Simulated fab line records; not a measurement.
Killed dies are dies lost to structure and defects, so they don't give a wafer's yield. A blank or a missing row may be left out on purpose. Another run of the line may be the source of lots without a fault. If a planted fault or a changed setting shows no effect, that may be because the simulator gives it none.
fab line records	flow berkeleyCmos170
record: lots: 15	wafers: 45	lastDay: 12
route steps=331 shown ACTIVE@75 SACOX@99 FIELD@126 GATE@130
lots that met no fault: taken from a fault-free run of the same line
startH: hours from the record's opening day to when the first of the lot's shown wafers began	waitH: how many hours have passed since the lot's step before this one	" the same as in the row above	L1.1+2: a row that stands for several wafers	- value missing, or start not given	* or withheld: withheld	< > ~ a bound
route shown NAME@n: names a module that has steps shown in the file, with the first one's number in the route	usual: the fault-free wafers' mean and standard deviation	same: alike in all rows	chamber/n: place in a boat	sites: the reading at each site	_std_site: their standard deviation	_edge_site: outer sites' mean less inner sites'	radiusMm: how far each site lies from the wafer's centre	mask NAME#n: copy n	behind: tool/chamber where the wafer was last shaped	hold: reason for holding the lot/hours on hold/outcome of the hold	device: the n, p or np transistor that did not switch	end of line: the route-end tests of the same wafers	where a step has no rows: the recipe by itself	killed: at the first sort, the dies lost to defects and structure; wafer yield is something else	map: a wafer's dies, marking killed ones x, the rest . and places with no die _
set.NAME: the setting as run; set.NAME@STEP: as run at that earlier step	model.NAME: the simulator's own value behind a step, which no gauge read
one table for each step of the route and one row for each wafer, over a sample of lots
services: a tool's chamber out of use, with start hour (startH, from the record's first day; less than 0 if before it), hours out, and reason
== steps ==
step: UCB170_ACTIVE_ETCH_15
recipe: chemistry: CH3F/Ar/O2	target: Si3N4	stopOn: SiO2	CH3F_flow_sccm: 20	Ar_flow_sccm: 50	O2_flow_sccm: 7	pressureMtorr: 50	rfW: 450	targetDepthA: 2420	overEtchFrac: 0.1	timeS: 151
usual: O2_flow_sccm: 6.999/0.018	chamberPressureMTorr: 49.99/0.043	drypumpMotorCurrentA: 5.9/0.44	oesProductAu: 0.943/0.02	throttleValvePct: 8.02/0.12
lot.wafer	tool	chamber	startH	waitH	O2_flow_sccm	chamberPressureMTorr	drypumpMotorCurrentA	oesProductAu	rfHoursCounterH	throttleValvePct
L861.2	rieDiel-02	2	96.54	0.0	6.965	50.04	5.9	0.948	17	8.07
L861.4	"	3	"	"	6.977	49.98	5.3	0.944	57	8.03
L861.6	"	1	"	"	6.989	50.02	6.5	0.902	-	7.96
L862.1	rieDiel-04	1	96.66	0.0	7.003	50.00	6.0	0.951	18	7.96
L862.4	"	2	"	"	6.998	50.02	6.4	0.912	86	7.97
L862.6	"	3	"	"	6.983	50.09	5.8	0.946	-	8.17
L863.2	rieDiel-01	2	105.15	0.0	6.979	50.08	5.8	0.926	144	8.12
L863.4	"	1	"	"	6.994	50.01	5.9	0.977	27	8.32
L863.5	"	2	"	"	6.992	50.04	5.8	0.922	-	8.10
L864.1	rieDiel-04	3	112.96	0.0	6.986	49.99	5.8	0.941	10	8.15
L864.5	"	1	"	"	7.022	49.90	6.0	0.960	-	7.95
L864.6	"	0	"	"	7.000	50.10	5.2	0.940	-	7.83
L867.1	rieDiel-04	1	125.31	0.0	6.993	50.07	6.0	0.961	20	7.94
L867.3	"	3	"	"	6.997	49.97	5.8	0.953	11	8.16
L867.4	"	3	"	"	7.018	50.04	5.8	0.952	-	8.14
L870.1	rieDiel-04	2	144.25	0.0	6.984	49.98	6.5	0.931	88	7.97
L870.4	"	1	"	"	6.965	50.02	6.0	0.959	21	7.96
L870.6	"	2	"	"	6.999	49.94	6.4	0.919	-	7.97
L872.3	rieDiel-04	0	161.08	0.0	7.007	49.95	5.3	0.925	120	7.82
L872.4	"	3	"	"	7.013	49.96	5.8	0.946	13	8.17
L872.5	"	0	"	"	7.021	49.97	5.2	0.941	-	7.83
L874.1	rieDiel-04	1	170.83	0.0	7.006	50.05	6.0	0.963	22	7.95
L874.5	"	0	"	"	6.989	50.07	5.2	0.962	-	7.79
L874.6	"	3	"	"	6.996	49.99	5.8	0.949	-	8.17
L875.2	rieDiel-04	3	171.29	0.0	7.018	50.02	5.8	0.945	14	8.16
L875.3	"	2	"	"	6.974	49.94	6.4	0.916	90	7.97
L875.4	"	1	"	"	7.013	49.90	6.0	0.953	22	7.94
L878.3	rieDiel-04	1	186.90	0.0	7.013	49.93	6.0	0.952	23	7.96
L878.4	"	1	"	"	6.998	50.05	6.0	0.945	-	7.95
L878.5	"	0	"	"	7.004	50.00	5.2	0.956	-	7.83
L877.3	rieDiel-04	1	187.60	0.0	7.006	50.03	6.0	0.961	23	7.92
L877.4	"	0	"	"	7.019	49.94	5.2	0.954	-	7.81
L877.6	"	1	"	"	6.974	49.98	6.0	0.969	-	7.94
L879.1	rieDiel-02	3	192.12	0.0	6.979	49.97	5.4	0.968	60	8.02
L879.2	"	2	"	"	6.994	50.03	5.9	0.967	20	8.08
L879.4	"	1	"	"	7.011	50.03	6.5	0.917	46	7.97
L882.1	rieDiel-04	2	200.59	0.0	7.022	50.02	6.4	0.928	92	7.96
L882.4	"	1	"	"	6.988	49.90	6.0	0.957	24	7.95
L882.5	"	2	"	"	7.028	50.00	6.4	0.924	-	7.97
L883.2	rieDiel-02	3	200.70	0.0	6.970	49.91	5.3	0.984	60	8.03
L883.5	"	2	"	"	6.998	49.90	5.9	0.980	-	8.08
L883.6	"	3	"	"	6.974	49.99	5.3	0.979	-	8.05
L881.2	rieDiel-01	0	200.99	0.0	7.000	49.95	6.7	0.956	107	8.15
L881.4	"	2	"	"	7.020	50.00	5.8	0.922	0	8.11
L881.6	"	2	"	"	7.015	49.97	5.8	0.921	-	8.12
step: UCB170_SACOX_THK_MEAS_02
recipe: reads: SiO2_of_SACOX_OXIDATION_01
usual: SACOX_OXIDE_THK: 14.26/0.22
lot.wafer	tool	chamber	startH	waitH	SACOX_OXIDE_THK[nm]
L862.1	filmMetro-04	-	121.98	0.0	14.12
L862.4	"	-	"	"	14.02
L862.6	"	-	"	"	13.91
L861.2	filmMetro-03	-	122.02	0.0	14.46
L861.4	"	-	"	"	14.27
L861.6	"	-	"	"	14.33
L863.2	filmMetro-03	-	134.31	0.0	14.68
L863.4	"	-	"	"	14.89
L863.5	"	-	"	"	14.63
L864.1	filmMetro-02	-	143.52	0.0	14.39
L864.5	"	-	"	"	14.18
L864.6	"	-	"	"	14.46
L867.1	filmMetro-02	-	153.38	0.0	14.52
L867.3	"	-	"	"	13.97
L867.4	"	-	"	"	14.23
L870.1	filmMetro-04	-	165.48	0.0	14.20
L870.4	"	-	"	"	14.26
L870.6	"	-	"	"	14.02
L872.3	filmMetro-04	-	185.97	0.0	14.00
L872.4	"	-	"	"	14.12
L872.5	"	-	"	"	14.12
L874.1	filmMetro-04	-	197.32	0.0	14.61
L874.5	"	-	"	"	14.76
L874.6	"	-	"	"	14.68
L875.2	filmMetro-02	-	197.33	0.0	14.32
L875.3	"	-	"	"	14.26
L875.4	"	-	"	"	14.14
L879.1	filmMetro-02	-	212.78	0.1	14.01
L879.2	"	-	"	"	13.79
L879.4	"	-	"	"	13.95
L878.3	filmMetro-03	-	212.80	0.1	14.28
L878.4	"	-	"	"	14.31
L878.5	"	-	"	"	14.10
L877.3	filmMetro-03	-	212.86	0.1	13.96
L877.4	"	-	"	"	14.04
L877.6	"	-	"	"	14.26
L881.2	filmMetro-03	-	223.86	0.0	14.04
L881.4	"	-	"	"	14.31
L881.6	"	-	"	"	14.34
L882.1	filmMetro-02	-	223.91	0.1	14.45
L882.4	"	-	"	"	14.15
L882.5	"	-	"	"	14.04
L883.2	filmMetro-03	-	223.92	0.1	14.04
L883.5	"	-	"	"	14.51
L883.6	"	-	"	"	14.25
step: UCB170_FIELD_THK_MEAS_91
recipe: reads: SiO2_of_FIELD_OXIDATION_01
usual: FIELD_OXIDE_LEFT_2_THK: 354/9.4
lot.wafer	tool	chamber	startH	waitH	FIELD_OXIDE_LEFT_2_THK[nm]
L862.1	filmMetro-03	-	141.07	0.0	352
L862.4	"	-	"	"	351
L862.6	"	-	"	"	358
L861.2	filmMetro-04	-	141.25	0.0	361
L861.4	"	-	"	"	362
L861.6	"	-	"	"	365
L863.2	filmMetro-01	-	154.66	0.0	367
L863.4	"	-	"	"	373
L863.5	"	-	"	"	358
L864.1	filmMetro-04	-	158.91	0.0	348
L864.5	"	-	"	"	345
L864.6	"	-	"	"	348
L867.1	filmMetro-03	-	167.47	0.0	362
L867.3	"	-	"	"	353
L867.4	"	-	"	"	351
L870.1	filmMetro-04	-	184.17	0.0	337
L870.4	"	-	"	"	332
L870.6	"	-	"	"	344
L872.3	filmMetro-01	-	198.62	0.0	355
L872.4	"	-	"	"	362
L872.5	"	-	"	"	367
L874.1	filmMetro-03	-	214.25	0.0	359
L874.5	"	-	"	"	345
L874.6	"	-	"	"	352
L875.2	filmMetro-03	-	214.78	0.0	351
L875.3	"	-	"	"	359
L875.4	"	-	"	"	350
L878.3	filmMetro-01	-	226.07	0.0	362
L878.4	"	-	"	"	360
L878.5	"	-	"	"	365
L877.3	filmMetro-03	-	226.44	0.0	353
L877.4	"	-	"	"	345
L877.6	"	-	"	"	350
L879.1	filmMetro-04	-	226.68	0.0	358
L879.2	"	-	"	"	362
L879.4	"	-	"	"	365
L881.2	filmMetro-04	-	237.07	0.0	361
L881.4	"	-	"	"	366
L881.6	"	-	"	"	358
L882.1	filmMetro-01	-	237.12	0.0	331
L882.4	"	-	"	"	337
L882.5	"	-	"	"	342
L883.2	filmMetro-04	-	237.34	0.0	356
L883.5	"	-	"	"	354
L883.6	"	-	"	"	366
step: UCB170_GATE_CVD_04
recipe: material: poly-Si	tempC: 610	precursor: SiH4	timeS: 1440	pressureMtorr: 375	targetThkNm: 214	sih4FlowSccm: 120
usual: spikeTcCentreC: 613.1/1.1	spikeTcLoadC: 632.0/1.3	spikeTcSourceC: 629.0/1.1	susceptorTempC: 610.03/0.27
lot.wafer	tool	chamber	startH	waitH	spikeTcCentreC	spikeTcLoadC	spikeTcSourceC	susceptorTempC
L861.2	lpcvd-02	0	153.95	0.0	611.1	632.3	629.5	609.36
L861.4	"	0	"	"	612.2	631.2	628.6	609.88
L861.6	"	0	"	"	612.4	631.1	627.2	610.24
L862.1	lpcvd-02	0	153.95	0.0	613.0	631.1	629.8	610.20
L862.4	"	0	"	"	614.6	631.0	629.2	610.12
L862.6	"	0	"	"	614.5	629.9	628.1	609.96
L863.2	lpcvd-01	1	167.06	0.1	613.4	631.8	629.5	609.82
L863.4	"	1	"	"	614.3	631.2	629.3	609.72
L863.5	"	1	"	"	613.5	632.0	630.4	610.08
L864.1	lpcvd-01	1	167.06	0.1	613.8	631.4	630.4	609.64
L864.5	"	1	"	"	613.4	632.2	628.9	609.70
L864.6	"	1	"	"	612.0	629.6	628.5	610.13
L867.1	lpcvd-01	1	182.93	0.0	611.6	630.9	629.0	610.23
L867.3	"	1	"	"	611.6	629.3	628.8	610.11
L867.4	"	1	"	"	612.5	630.7	628.8	609.97
L870.1	lpcvd-02	1	193.08	0.0	613.5	633.6	629.1	609.92
L870.4	"	1	"	"	614.0	632.1	630.8	610.33
L870.6	"	1	"	"	613.3	631.5	628.2	609.85
L872.3	lpcvd-02	1	210.63	0.0	615.0	633.6	629.2	610.10
L872.4	"	1	"	"	614.2	632.2	629.8	610.22
L872.5	"	1	"	"	614.0	633.7	629.8	610.37
L874.1	lpcvd-02	0	224.30	0.0	614.7	630.1	630.4	609.75
L874.5	"	0	"	"	612.8	628.0	631.0	609.76
L874.6	"	0	"	"	611.4	631.7	631.1	609.76
L875.2	lpcvd-02	1	224.30	0.0	612.8	632.2	628.9	609.83
L875.3	"	1	"	"	612.5	632.5	627.5	610.07
L875.4	"	1	"	"	613.7	634.3	629.5	609.88
L877.3	lpcvd-02	1	237.94	0.0	601.0	620.4	616.0	597.76
L877.4	"	1	"	"	601.8	620.9	616.4	598.34
L877.6	"	1	"	"	601.9	621.4	615.3	597.75
L878.3	lpcvd-02	1	237.94	0.0	603.2	621.3	617.3	598.08
L878.4	"	1	"	"	600.4	619.0	616.2	598.41
L878.5	"	1	"	"	601.1	622.2	615.8	598.11
L879.1	lpcvd-02	1	237.94	0.0	601.5	620.9	615.9	598.35
L879.2	"	1	"	"	600.1	620.6	616.7	598.35
L879.4	"	1	"	"	600.8	621.7	616.7	598.20
L881.2	lpcvd-01	0	253.28	0.0	613.3	632.2	628.8	609.73
L881.4	"	0	"	"	613.7	633.3	629.7	610.14
L881.6	"	0	"	"	614.4	632.6	628.5	610.12
L882.1	lpcvd-01	0	253.28	0.0	613.0	630.5	630.7	610.26
L882.4	"	0	"	"	613.3	632.3	628.0	609.83
L882.5	"	0	"	"	611.4	631.3	628.7	610.15
L883.2	lpcvd-01	0	253.28	0.0	613.9	632.1	630.0	610.11
L883.5	"	0	"	"	613.3	632.6	628.7	610.20
L883.6	"	0	"	"	612.5	632.2	627.0	610.27
step: UCB170_GATE_THK_MEAS_05
recipe: reads: poly-Si_of_GATE_CVD_04
usual: GATE_POLY_THK: 213.4/2.2
lot.wafer	tool	chamber	startH	waitH	GATE_POLY_THK[nm]
L862.1	filmMetro-02	-	155.35	0.0	214.1
L862.4	"	-	"	"	213.6
L862.6	"	-	"	"	216.4
L861.2	filmMetro-03	-	155.36	0.0	210.6
L861.4	"	-	"	"	210.5
L861.6	"	-	"	"	211.1
L863.2	filmMetro-04	-	168.47	0.0	212.6
L863.4	"	-	"	"	211.1
L863.5	"	-	"	"	210.2
L864.1	filmMetro-02	-	168.51	0.0	212.5
L864.5	"	-	"	"	216.7
L864.6	"	-	"	"	212.3
L867.1	filmMetro-04	-	184.33	0.0	209.4
L867.3	"	-	"	"	208.7
L867.4	"	-	"	"	210.2
L870.1	filmMetro-03	-	194.48	0.0	214.7
L870.4	"	-	"	"	213.2
L870.6	"	-	"	"	216.1
L872.3	filmMetro-04	-	212.05	0.0	211.3
L872.4	"	-	"	"	211.9
L872.5	"	-	"	"	212.5
L874.1	filmMetro-02	-	225.70	0.0	216.7
L874.5	"	-	"	"	215.4
L874.6	"	-	"	"	212.8
L875.2	filmMetro-04	-	225.71	0.0	213.9
L875.3	"	-	"	"	215.8
L875.4	"	-	"	"	214.5
L878.3	filmMetro-03	-	239.36	0.0	164.0
L878.4	"	-	"	"	164.0
L878.5	"	-	"	"	165.2
L877.3	filmMetro-02	-	239.38	0.0	160.0
L877.4	"	-	"	"	160.9
L877.6	"	-	"	"	161.0
L879.1	filmMetro-02	-	239.42	0.1	159.9
L879.2	"	-	"	"	160.2
L879.4	"	-	"	"	160.3
L882.1	filmMetro-04	-	254.68	0.0	214.9
L882.4	"	-	"	"	212.8
L882.5	"	-	"	"	212.7
L881.2	filmMetro-02	-	254.69	0.0	211.1
L881.4	"	-	"	"	212.0
L881.6	"	-	"	"	211.9
L883.2	filmMetro-02	-	254.75	0.1	212.5
L883.5	"	-	"	"	211.6
L883.6	"	-	"	"	211.8
step: UCB170_GATE_ETCH_15
recipe: chemistry: HBr/Cl2	target: poly-Si	stopOn: SiO2	overEtchFrac: 0.3	icpW: 300	biasW: 150	timeS: 56.3	pressureMtorr: 15	HBr_flow_sccm: 150	Cl2_flow_sccm: 50	targetDepthA: 2782
usual: chamberPressureMTorr: 14.998/0.016	drypumpMotorCurrentA: 5.5/0.53	oesProductAu: 0.827/0.017	throttleValvePct: 26.4/0.42
lot.wafer	tool	chamber	startH	waitH	chamberPressureMTorr	drypumpMotorCurrentA	oesProductAu	rfHoursCounterH	throttleValvePct
L862.1	rieSi-02	3	156.57	-	15.000	4.8	0.839	93	25.9
L862.4	"	2	"	"	14.977	6.3	0.801	2	25.9
L862.6	"	0	"	"	14.977	5.4	0.836	-	26.6
L861.2	rieSi-01	1	156.81	-	14.993	5.3	0.829	0	26.2
L861.4	"	2	"	"	15.000	5.6	0.818	102	26.4
L861.6	"	3	"	"	15.020	5.0	0.855	-	26.8
L863.2	rieSi-01	1	170.69	-	15.008	5.3	0.837	0	26.2
L863.4	"	0	"	"	15.010	5.3	0.802	0	27.2
L863.5	"	1	"	"	14.995	5.3	0.833	-	26.2
L864.1	rieSi-02	3	170.82	-	14.992	4.8	0.829	93	25.9
L864.5	"	3	"	"	14.994	4.8	0.850	-	25.9
L864.6	"	2	"	"	15.011	6.3	0.798	-	25.9
L867.1	rieSi-01	1	185.77	-	14.988	5.3	0.831	0	26.2
L867.3	"	2	"	"	14.997	5.7	0.805	102	26.4
L867.4	"	3	"	"	15.005	5.0	0.851	1	26.8
L870.1	rieSi-01	2	196.12	-	14.993	5.7	0.824	102	26.4
L870.4	"	2	"	"	15.017	5.7	0.810	-	26.4
L870.6	"	3	"	"	14.989	5.0	0.859	-	26.8
L872.3	rieSi-01	0	213.37	-	15.008	5.3	0.822	0	27.2
L872.4	"	3	"	"	15.007	5.0	0.853	-	26.8
L872.5	"	0	"	"	14.982	5.3	0.820	-	27.2
L874.1	rieSi-01	2	227.74	-	15.001	5.7	0.819	102	26.4
L874.5	"	1	"	"	14.988	5.3	0.839	-	26.2
L874.6	"	0	"	"	15.017	5.3	0.809	-	27.2
L875.2	rieSi-01	3	228.01	-	15.004	5.0	0.849	1	26.8
L875.3	"	0	"	"	15.006	5.3	0.830	0	27.2
L875.4	"	1	"	"	14.961	5.3	0.841	0	26.2
L878.3	rieSi-02	3	240.60	-	14.994	4.8	0.703	94	25.9
L878.4	"	1	"	"	14.962	6.4	0.689	69	26.0
L878.5	"	2	"	"	14.969	6.3	0.676	-	25.9
L877.3	rieSi-01	0	240.77	-	15.012	5.3	0.679	0	27.2
L877.4	"	2	"	"	14.974	5.6	0.682	102	26.4
L877.6	"	0	"	"	15.038	5.3	0.674	-	27.2
L879.1	rieSi-01	3	241.46	-	14.999	5.0	0.706	1	26.8
L879.2	"	0	"	"	14.969	5.3	0.682	0	27.2
L879.4	"	1	"	"	15.018	5.3	0.692	1	26.2
L881.2	rieSi-02	2	255.78	-	14.992	6.3	0.792	2	25.9
L881.4	"	0	"	"	14.987	5.4	0.832	1	26.6
L881.6	"	2	"	"	14.992	6.3	0.804	-	25.9
L882.1	rieSi-01	0	256.06	-	14.984	5.3	0.828	0	27.2
L882.4	"	0	"	"	14.994	5.3	0.813	-	27.2
L882.5	"	1	"	"	14.983	5.3	0.834	-	26.2
L883.2	rieSi-01	3	256.57	-	15.006	5.0	0.843	1	26.8
L883.5	"	3	"	"	14.969	5.0	0.844	-	26.8
L883.6	"	1	"	"	15.005	5.3	0.836	-	26.2
== services ==
tool	chamber	startH	hours	kind
lpcvd-01	-	74.15	6.0	pm
rieSi-01	0	77.45	-	clean
rieSi-01	0	77.45	35.2	scheduledDown
rieSi-01	0	77.45	35.2	ventCycle
rieDiel-02	3	84.49	12.0	repair
rieSi-02	3	84.53	9.1	repair
rieDiel-04	-	91.58	0.8	repair
rieSi-01	1	112.62	-	clean
rieSi-01	1	112.62	12.3	scheduledDown
rieSi-01	1	112.62	12.3	ventCycle
rieSi-01	0	119.44	13.7	repair
rieDiel-04	0	119.94	7.6	repair
lpcvd-01	-	120.73	2.8	pm
rieDiel-02	3	126.79	4.6	repair
lpcvd-02	-	129.03	0.5	repair
rieDiel-02	-	136.51	15.6	pm
rieSi-01	-	141.89	0.2	repair
rieDiel-04	0	155.59	3.3	repair
rieDiel-04	3	178.64	18.2	repair
rieSi-01	0	195.84	11.4	repair
rieSi-01	2	210.35	4.8	repair
rieDiel-04	-	229.43	2.8	pm
rieDiel-01	3	231.00	4.5	repair
rieDiel-02	3	247.41	8.9	repair
== key ==
firstSign: step: UCB170_GATE_CVD_04	reading: susceptorTempC	direction: down	sigmas: 45	usual: *	struck: *
effect: step: UCB170_GATE_CVD_04	reading: spikeTcSourceC	direction: down	sigmas: 12	usual: 629.0	struck: 616.2
effect: step: UCB170_GATE_THK_MEAS_05	reading: GATE_POLY_THK	direction: down	sigmas: 23	usual: 213.4	struck: 161.7
effect: step: UCB170_GATE_ETCH_15	reading: oesProductAu	direction: down	sigmas: 8.4	usual: 0.827	struck: 0.687
metAt UCB170_GATE_CVD_04
struckLots L877,L878,L879
testerLeftOut L877,L878,L879
notActingAt UCB170_ACTIVE_ETCH_15,UCB170_SACOX_THK_MEAS_02,UCB170_FIELD_THK_MEAS_91
onsetBetween 224.30 237.94
fault: kind: processParameterDrift	tool: lpcvd-02	chamber: -	onsetH: 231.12	steps: UCB170_GATE_CVD_04	channel: tempC	offset: *	shape: step	endH: 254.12	actsIn: *	stated: *
testerLeftOut: of these lots the tester's yield and bins aren't shown, on N5 and GAA mostly nor the transistor test; their killed dies are dies lost to structure and defects alone, not to doping, threshold or leakage, so they don't give the yield
